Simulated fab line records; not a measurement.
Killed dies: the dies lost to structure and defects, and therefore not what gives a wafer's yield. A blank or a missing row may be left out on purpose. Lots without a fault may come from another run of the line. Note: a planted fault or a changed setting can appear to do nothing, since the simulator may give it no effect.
Which tool did it? | flow berkeley cmos170 | 14 lots with 42 wafers sampled at 3 steps, on a route of 331 steps

## WHAT THE GAUGES SHOWED, per wafer
UCB170_V1_CD_MEAS_12: target cd 700 nm.
lot  | measured     | on        | cd nm (nm)
L473 | day 7 14:37  | cd sem-02 | 699.4 700.7 700.3
L474 | day 8 12:01  | cd sem-01 | 697.3 697.5 696.7
L475 | day 8 12:45  | cd sem-02 | 699.3 698.8 699.9
L476 | day 8 19:17  | cd sem-02 | 699.7 700.7 700.1
L479 | day 8 20:43  | cd sem-01 | 699.6 699.4 699.2
L477 | day 8 22:01  | cd sem-01 | 700.5 700.2 700.3
L478 | day 8 23:13  | cd sem-01 | 700.1 699.6 700.4
L480 | day 9 17:37  | cd sem-01 | 698.5 697.6 698.7
L481 | day 9 18:14  | cd sem-02 | 699.9 699.7 699.2
L491 | day 12 02:38 | cd sem-01 | 698.2 699.9 699.5
L492 | day 12 03:40 | cd sem-01 | 699.5 699.2 698.0
L494 | day 12 20:01 | cd sem-02 | 698.5 698.9 696.5
L495 | day 12 20:21 | cd sem-02 | 698.3 698.1 698.8
L496 | day 13 03:42 | cd sem-02 | 699.7 698.7 699.9

UCB170_M2_CD_MEAS_15: target cd 700 nm.
lot  | measured     | on        | cd nm (nm)
L473 | day 7 17:26  | cd sem-01 | 699.9 699.7 700.6
L474 | day 8 15:15  | cd sem-02 | 700.0 699.6 699.5
L475 | day 8 16:14  | cd sem-01 | 702.0 702.5 700.9
L476 | day 8 22:09  | cd sem-01 | 702.9 702.4 701.6
L479 | day 8 23:31  | cd sem-01 | 698.3 697.8 698.4
L477 | day 9 01:17  | cd sem-01 | 700.4 701.3 701.1
L478 | day 9 02:56  | cd sem-02 | 701.2 698.8 700.8
L480 | day 9 20:23  | cd sem-01 | 700.6 702.3 701.6
L481 | day 9 20:47  | cd sem-02 | 701.3 700.3 700.7
L491 | day 12 05:58 | cd sem-02 | 700.8 699.9 700.0
L492 | day 12 06:44 | cd sem-02 | 700.5 699.8 700.2
L494 | day 12 22:42 | cd sem-01 | 697.5 697.3 696.6
L495 | day 12 22:58 | cd sem-02 | 701.6 700.8 701.1
L496 | day 13 06:38 | cd sem-02 | 699.0 700.4 702.4

UCB170_V2_BOW_MEAS_03.
lot  | measured     | on            | V2_BOW (um)
L473 | day 7 18:37  | film metro-01 | 40 29 29
L474 | day 8 16:25  | film metro-04 | 47 37 43
L475 | day 8 17:21  | film metro-04 | 35 33 44
L476 | day 8 23:16  | film metro-03 | 32 37 39
L479 | day 9 00:38  | film metro-04 | 36 30 34
L477 | day 9 02:25  | film metro-01 | 38 34 38
L478 | day 9 04:05  | film metro-04 | 40 39 48
L480 | day 9 21:41  | film metro-01 | 34 33 43
L481 | day 9 21:55  | film metro-03 | 32 36 34
L491 | day 12 07:10 | film metro-01 | 36 38 35
L492 | day 12 07:51 | film metro-03 | 25 44 42
L494 | day 12 23:54 | film metro-04 | 46 39 45
L495 | day 13 00:05 | film metro-03 | 42 39 37
L496 | day 13 07:46 | film metro-01 | 42 32 39

## WHICH TOOL RAN EACH LOT (tool, then ch and the chambers of the sampled wafers, then the start)
The record shows no process step preceding these readings.

## WHAT THE TOOLS THEMSELVES READ (means of the sampled wafers that have a number; where no wafer has one, the mark that the record gives instead)
The record holds no such reading with a usual standard deviation.

## THE ANSWER, worked out from the rows above alone
Rule: what is usual is taken from the lots themselves. The widest of any qualifying gaps counts: lots, ordered by their means at a reading, are off when they make up no more than a third of the lots, leave a main group of 4 or more, and stand apart from it by 3 or more times the standard deviation of that group's means. A main group is skipped when, at the precision printed for the reading in the tables above, its means are all equal. Also off: a lot with no number at a reading for which 4 or more lots have one. The other lots that the step has rows for count as sound. After the gauges, taken in route order, come the tools' own readings; for these a lot's mean is taken, as printed above. At the first step where some lot is off, the reading lying furthest off is the one used; lots without a number count as furthest.
No lot is off on any of the readings shown, so nothing can be concluded from this.

## WHAT THE SIMULATOR HAD INSERTED
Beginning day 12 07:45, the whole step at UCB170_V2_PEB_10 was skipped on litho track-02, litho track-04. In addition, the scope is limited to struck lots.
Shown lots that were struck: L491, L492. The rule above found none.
